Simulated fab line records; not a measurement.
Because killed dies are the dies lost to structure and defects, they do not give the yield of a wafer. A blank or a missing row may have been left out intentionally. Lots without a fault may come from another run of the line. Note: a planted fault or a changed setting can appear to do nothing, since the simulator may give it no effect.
What tool caused it? || flow berkeley_cmos170 || 13 lots, 39 wafers sampled, at 2 steps of a route of 331

== WHAT THE GAUGES SHOWED, per wafer ==
UCB170_V1_THK_MEAS_04.
{"lot": "L447", "measured": "day 9 09:09", "on": "film_metro-02", "V1_POLISHED_THK (nm)": "1003.4 999.8 1002.3"}
{"lot": "L449", "measured": "day 9 10:29", "on": "film_metro-01", "V1_POLISHED_THK (nm)": "1000.0 998.4 998.8"}
{"lot": "L450", "measured": "day 10 02:08", "on": "film_metro-02", "V1_POLISHED_THK (nm)": "999.0 1000.6 1000.6"}
{"lot": "L452", "measured": "day 10 18:12", "on": "film_metro-03", "V1_POLISHED_THK (nm)": "999.3 1000.1 1000.2"}
{"lot": "L451", "measured": "day 10 20:43", "on": "film_metro-01", "V1_POLISHED_THK (nm)": "999.0 999.2 998.5"}
{"lot": "L455", "measured": "day 10 22:07", "on": "film_metro-01", "V1_POLISHED_THK (nm)": "997.8 999.3 999.9"}
{"lot": "L453", "measured": "day 10 23:23", "on": "film_metro-03", "V1_POLISHED_THK (nm)": "1000.7 1001.8 1000.1"}
{"lot": "L456", "measured": "day 11 07:08", "on": "film_metro-03", "V1_POLISHED_THK (nm)": "1000.6 999.5 1001.2"}
{"lot": "L461", "measured": "day 11 18:42", "on": "film_metro-02", "V1_POLISHED_THK (nm)": "1000.5 1002.2 1002.3"}
{"lot": "L460", "measured": "day 11 20:41", "on": "film_metro-03", "V1_POLISHED_THK (nm)": "1000.2 999.9 1001.2"}
{"lot": "L458", "measured": "day 11 22:01", "on": "film_metro-01", "V1_POLISHED_THK (nm)": "1000.3 1000.5 999.2"}
{"lot": "L459", "measured": "day 11 22:01", "on": "film_metro-03", "V1_POLISHED_THK (nm)": "999.7 1000.7 1000.2"}
{"lot": "L464", "measured": "day 12 16:40", "on": "film_metro-03", "V1_POLISHED_THK (nm)": "1001.2 1343.9 1001.4"}

== WHICH TOOL RAN EACH LOT (tool, then ch and the chambers of the sampled wafers, then the start) ==
{"lot": "L447", "UCB170_V1_CMP_02": "cmp-01 ch 0,2, day 9 08:47"}
{"lot": "L449", "UCB170_V1_CMP_02": "cmp-02 ch 0,2,3, day 9 10:04"}
{"lot": "L450", "UCB170_V1_CMP_02": "cmp-02 ch 0,1,2, day 10 01:52"}
{"lot": "L452", "UCB170_V1_CMP_02": "cmp-02 ch 1,2,3, day 10 17:49"}
{"lot": "L451", "UCB170_V1_CMP_02": "cmp-01 ch 0,1, day 10 20:17"}
{"lot": "L455", "UCB170_V1_CMP_02": "cmp-01 ch 1,3, day 10 21:45"}
{"lot": "L453", "UCB170_V1_CMP_02": "cmp-02 ch 0,1,3, day 10 23:04"}
{"lot": "L456", "UCB170_V1_CMP_02": "cmp-02 ch 0,2,3, day 11 06:46"}
{"lot": "L461", "UCB170_V1_CMP_02": "cmp-01 ch 0,1,3, day 11 18:19"}
{"lot": "L460", "UCB170_V1_CMP_02": "cmp-02 ch 0,2, day 11 20:15"}
{"lot": "L458", "UCB170_V1_CMP_02": "cmp-02 ch 1,3, day 11 21:38"}
{"lot": "L459", "UCB170_V1_CMP_02": "cmp-01 ch 0,1,2, day 11 21:41"}
{"lot": "L464", "UCB170_V1_CMP_02": "cmp-02 ch 0,1,2, day 12 16:15"}
- UCB170_V1_CMP_02: polishes SiO2.

== AS READ BY THE TOOLS THEMSELVES (means over the sampled wafers that have a number; for cases with no such wafer, the mark the record gives instead) ==
UCB170_V1_CMP_02.
{"lot": "L447", "tool": "cmp-01", "motor_current_A (A)": 15.4}
{"lot": "L449", "tool": "cmp-02", "motor_current_A (A)": 15.8}
{"lot": "L450", "tool": "cmp-02", "motor_current_A (A)": 15.4}
{"lot": "L452", "tool": "cmp-02", "motor_current_A (A)": 15.0}
{"lot": "L451", "tool": "cmp-01", "motor_current_A (A)": 16.1}
{"lot": "L455", "tool": "cmp-01", "motor_current_A (A)": 15.9}
{"lot": "L453", "tool": "cmp-02", "motor_current_A (A)": 14.7}
{"lot": "L456", "tool": "cmp-02", "motor_current_A (A)": 15.6}
{"lot": "L461", "tool": "cmp-01", "motor_current_A (A)": 16.0}
{"lot": "L460", "tool": "cmp-02", "motor_current_A (A)": 16.5}
{"lot": "L458", "tool": "cmp-02", "motor_current_A (A)": 15.0}
{"lot": "L459", "tool": "cmp-01", "motor_current_A (A)": 15.8}
{"lot": "L464", "tool": "cmp-02", "motor_current_A (A)": 15.6}

== THE ANSWER, worked out from the rows above alone ==
Rule: the usual values come from the lots themselves. Put in order of their means at a reading, lots are off if they are a third of the lots or fewer, leave a main group of 4 or more, and stand apart from it by a gap of 3 or more times the standard deviation of the main group's means; of several such gaps the widest counts. A main group whose means are all the same, to the digits that the tables above print for the reading, isn't used. A lot without any number at a reading at which 4 lots or more have one is off too. The other lots that the step has rows for count as sound. First the gauges in route order, then the tools' own readings, where a lot's mean is used as printed above. At the first step where some lot is off, the reading lying furthest off is the one used; lots without a number count as furthest.
Off: L464, at UCB170_V1_THK_MEAS_04 (V1_POLISHED_THK). The main group has a mean of 1000.2 nm with a standard deviation of 0.91.
If a tool, at a process step before that reading, ran all the lots that are off and no sound lot after the first of them, it fits. The gauges at UCB170_V1_THK_MEAS_04 are tried like those tools. 2 tools fit, cmp-02 at UCB170_V1_CMP_02 and film_metro-03 at UCB170_V1_THK_MEAS_04, so this cannot tell which one it is.

== WHAT WAS PUT IN BY THE SIMULATOR ==
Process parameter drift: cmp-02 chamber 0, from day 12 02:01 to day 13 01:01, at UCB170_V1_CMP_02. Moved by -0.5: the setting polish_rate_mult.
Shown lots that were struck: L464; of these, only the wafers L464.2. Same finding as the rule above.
